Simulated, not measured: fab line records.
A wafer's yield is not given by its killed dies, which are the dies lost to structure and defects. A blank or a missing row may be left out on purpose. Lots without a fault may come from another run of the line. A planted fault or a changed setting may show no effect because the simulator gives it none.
Check of tool commonality / flow berkeley-cmos170 / Sample size 16 lots and 48 wafers

== THE REASON FOR OPENING IT ==
At UCB170_PSD_TW_MEAS_10 the reading PSD_TW is flagged on 4 of 16 lots. Wafers without a fault read 2311, standard deviation 20.
Rule: a lot is flagged in two cases, either no wafer of it has a number, or all its wafers with numbers fall more than 4 standard deviations from that mean. The other lots count as sound.

lot=L625; measured=day 7 17:17; on=film-metro-03; PSD_TW, wafer by wafer=2342 2342 2327; flag=
lot=L624; measured=day 7 17:25; on=film-metro-04; PSD_TW, wafer by wafer=2283 2275 2284; flag=
lot=L628; measured=day 8 07:35; on=film-metro-01; PSD_TW, wafer by wafer=2312 2308 2318; flag=
lot=L629; measured=day 8 07:43; on=film-metro-01; PSD_TW, wafer by wafer=2321 2296 2306; flag=
lot=L627; measured=day 8 07:50; on=film-metro-04; PSD_TW, wafer by wafer=2288 2283 2277; flag=
lot=L626; measured=day 8 08:01; on=film-metro-01; PSD_TW, wafer by wafer=2314 2307 2314; flag=
lot=L632; measured=day 9 10:02; on=film-metro-04; PSD_TW, wafer by wafer=2288 2301 2296; flag=
lot=L631; measured=day 9 10:19; on=film-metro-01; PSD_TW, wafer by wafer=2308 2309 2319; flag=
lot=L633; measured=day 9 10:34; on=film-metro-04; PSD_TW, wafer by wafer=2300 2290 2292; flag=
lot=L634; measured=day 9 10:35; on=film-metro-01; PSD_TW, wafer by wafer=2321 2335 2313; flag=
lot=L630; measured=day 9 11:08; on=film-metro-04; PSD_TW, wafer by wafer=2290 2289 2302; flag=
lot=L636; measured=day 9 16:25; on=film-metro-04; PSD_TW, wafer by wafer=2300 2306 2290; flag=
lot=L637; measured=day 10 09:35; on=film-metro-04; PSD_TW, wafer by wafer=3448 3439 3457; flag=FLAGGED
lot=L638; measured=day 10 17:15; on=film-metro-03; PSD_TW, wafer by wafer=3512 3507 3521; flag=FLAGGED
lot=L639; measured=day 10 23:00; on=film-metro-04; PSD_TW, wafer by wafer=3431 3450 3446; flag=FLAGGED
lot=L640; measured=day 10 23:05; on=film-metro-01; PSD_TW, wafer by wafer=3492 3487 3504; flag=FLAGGED
Average over the flagged lots: 3474; offset from the usual +1164, equal to +58 standard deviations.

== TOOL THAT RAN EACH LOT ==
3 process steps preceding the reading are held in the record, out of 331 steps in the route. Cell contents, in order: the tool; ch with the chambers the sampled wafers went through; the start.
lot=L625; flag=; UCB170_GATE_STRIP_16=plasma-asher-01 ch 0,1, day 7 05:35; UCB170_PSD_IMPLANT_08=implanter-03 ch 0, day 7 17:04; UCB170_PSD_STRIP_09=plasma-asher-02 ch 0,1, day 7 17:11
lot=L624; flag=; UCB170_GATE_STRIP_16=plasma-asher-02 ch 0,1, day 7 05:59; UCB170_PSD_IMPLANT_08=implanter-03 ch 0, day 7 17:10; UCB170_PSD_STRIP_09=plasma-asher-03 ch 0,1, day 7 17:19
lot=L628; flag=; UCB170_GATE_STRIP_16=plasma-asher-02 ch 0,1, day 7 18:49; UCB170_PSD_IMPLANT_08=implanter-03 ch 0, day 8 07:20; UCB170_PSD_STRIP_09=plasma-asher-03 ch 0,1, day 8 07:29
lot=L629; flag=; UCB170_GATE_STRIP_16=plasma-asher-01 ch 0, day 7 19:11; UCB170_PSD_IMPLANT_08=implanter-04 ch 0, day 8 07:29; UCB170_PSD_STRIP_09=plasma-asher-02 ch 1, day 8 07:37
lot=L627; flag=; UCB170_GATE_STRIP_16=plasma-asher-03 ch 0,1, day 7 18:56; UCB170_PSD_IMPLANT_08=implanter-01 ch 0, day 8 07:35; UCB170_PSD_STRIP_09=plasma-asher-04 ch 0,1, day 8 07:44
lot=L626; flag=; UCB170_GATE_STRIP_16=plasma-asher-03 ch 0,1, day 7 19:32; UCB170_PSD_IMPLANT_08=implanter-03 ch 0, day 8 07:46; UCB170_PSD_STRIP_09=plasma-asher-03 ch 0,1, day 8 07:55
lot=L632; flag=; UCB170_GATE_STRIP_16=plasma-asher-03 ch 0,1, day 8 20:10; UCB170_PSD_IMPLANT_08=implanter-01 ch 0, day 9 09:49; UCB170_PSD_STRIP_09=plasma-asher-03 ch 0,1, day 9 09:56
lot=L631; flag=; UCB170_GATE_STRIP_16=plasma-asher-02 ch 0,1, day 8 20:42; UCB170_PSD_IMPLANT_08=implanter-03 ch 0, day 9 10:05; UCB170_PSD_STRIP_09=plasma-asher-02 ch 0, day 9 10:13
lot=L633; flag=; UCB170_GATE_STRIP_16=plasma-asher-01 ch 0,1, day 8 20:35; UCB170_PSD_IMPLANT_08=implanter-04 ch 0, day 9 10:19; UCB170_PSD_STRIP_09=plasma-asher-04 ch 0,1, day 9 10:28
lot=L634; flag=; UCB170_GATE_STRIP_16=plasma-asher-02 ch 0,1, day 8 21:01; UCB170_PSD_IMPLANT_08=implanter-01 ch 0, day 9 10:20; UCB170_PSD_STRIP_09=plasma-asher-03 ch 0,1, day 9 10:29
lot=L630; flag=; UCB170_GATE_STRIP_16=plasma-asher-01 ch 0,1, day 8 20:53; UCB170_PSD_IMPLANT_08=implanter-04 ch 0, day 9 10:54; UCB170_PSD_STRIP_09=plasma-asher-03 ch 0,1, day 9 11:01
lot=L636; flag=; UCB170_GATE_STRIP_16=plasma-asher-03 ch 0,1, day 9 04:28; UCB170_PSD_IMPLANT_08=implanter-01 ch 0, day 9 16:10; UCB170_PSD_STRIP_09=plasma-asher-02 ch 0,1, day 9 16:19
lot=L637; flag=FLAGGED; UCB170_GATE_STRIP_16=plasma-asher-02 ch 0,1, day 9 20:22; UCB170_PSD_IMPLANT_08=implanter-03 ch 0, day 10 09:22; UCB170_PSD_STRIP_09=plasma-asher-04 ch 0,1, day 10 09:29
lot=L638; flag=FLAGGED; UCB170_GATE_STRIP_16=plasma-asher-02 ch 0,1, day 10 04:18; UCB170_PSD_IMPLANT_08=implanter-03 ch 0, day 10 17:00; UCB170_PSD_STRIP_09=plasma-asher-04 ch 0,1, day 10 17:09
lot=L639; flag=FLAGGED; UCB170_GATE_STRIP_16=plasma-asher-03 ch 0,1, day 10 11:05; UCB170_PSD_IMPLANT_08=implanter-04 ch 0, day 10 22:45; UCB170_PSD_STRIP_09=plasma-asher-02 ch 0,1, day 10 22:54
lot=L640; flag=FLAGGED; UCB170_GATE_STRIP_16=plasma-asher-02 ch 0,1, day 10 10:51; UCB170_PSD_IMPLANT_08=implanter-03 ch 0, day 10 22:52; UCB170_PSD_STRIP_09=plasma-asher-03 ch 0,1, day 10 22:59
What the steps here do:
- UCB170_GATE_STRIP_16: strips in O2.
- UCB170_PSD_IMPLANT_08
- UCB170_PSD_STRIP_09: strips in O2.
- UCB170_PSD_TW_MEAS_10

== FLAGGED AGAINST TOTAL, ONE TOOL AT A TIME (gauges that did the reading follow at the end) ==
step=UCB170_GATE_STRIP_16; tool=plasma-asher-01; lots run=4; flagged=0; share of the flagged lots=none; sound lots run after its first flagged lot=-
step=UCB170_GATE_STRIP_16; tool=plasma-asher-02; lots run=7; flagged=3; share of the flagged lots=some; sound lots run after its first flagged lot=0
step=UCB170_GATE_STRIP_16; tool=plasma-asher-03; lots run=5; flagged=1; share of the flagged lots=some; sound lots run after its first flagged lot=0
step=UCB170_PSD_IMPLANT_08; tool=implanter-01; lots run=4; flagged=0; share of the flagged lots=none; sound lots run after its first flagged lot=-
step=UCB170_PSD_IMPLANT_08; tool=implanter-03; lots run=8; flagged=3; share of the flagged lots=some; sound lots run after its first flagged lot=0
step=UCB170_PSD_IMPLANT_08; tool=implanter-04; lots run=4; flagged=1; share of the flagged lots=some; sound lots run after its first flagged lot=0
step=UCB170_PSD_STRIP_09; tool=plasma-asher-02; lots run=5; flagged=1; share of the flagged lots=some; sound lots run after its first flagged lot=0
step=UCB170_PSD_STRIP_09; tool=plasma-asher-03; lots run=7; flagged=1; share of the flagged lots=some; sound lots run after its first flagged lot=0
step=UCB170_PSD_STRIP_09; tool=plasma-asher-04; lots run=4; flagged=2; share of the flagged lots=some; sound lots run after its first flagged lot=0
step=UCB170_PSD_TW_MEAS_10; tool=film-metro-01; lots run=6; flagged=1; share of the flagged lots=some; sound lots run after its first flagged lot=0
step=UCB170_PSD_TW_MEAS_10; tool=film-metro-03; lots run=2; flagged=1; share of the flagged lots=some; sound lots run after its first flagged lot=0
step=UCB170_PSD_TW_MEAS_10; tool=film-metro-04; lots run=8; flagged=2; share of the flagged lots=some; sound lots run after its first flagged lot=0

== WHAT THE TABLE ALLOWS ==
No row of the table ran every flagged lot.

== WHAT THE SIMULATOR HAD PUT IN ==
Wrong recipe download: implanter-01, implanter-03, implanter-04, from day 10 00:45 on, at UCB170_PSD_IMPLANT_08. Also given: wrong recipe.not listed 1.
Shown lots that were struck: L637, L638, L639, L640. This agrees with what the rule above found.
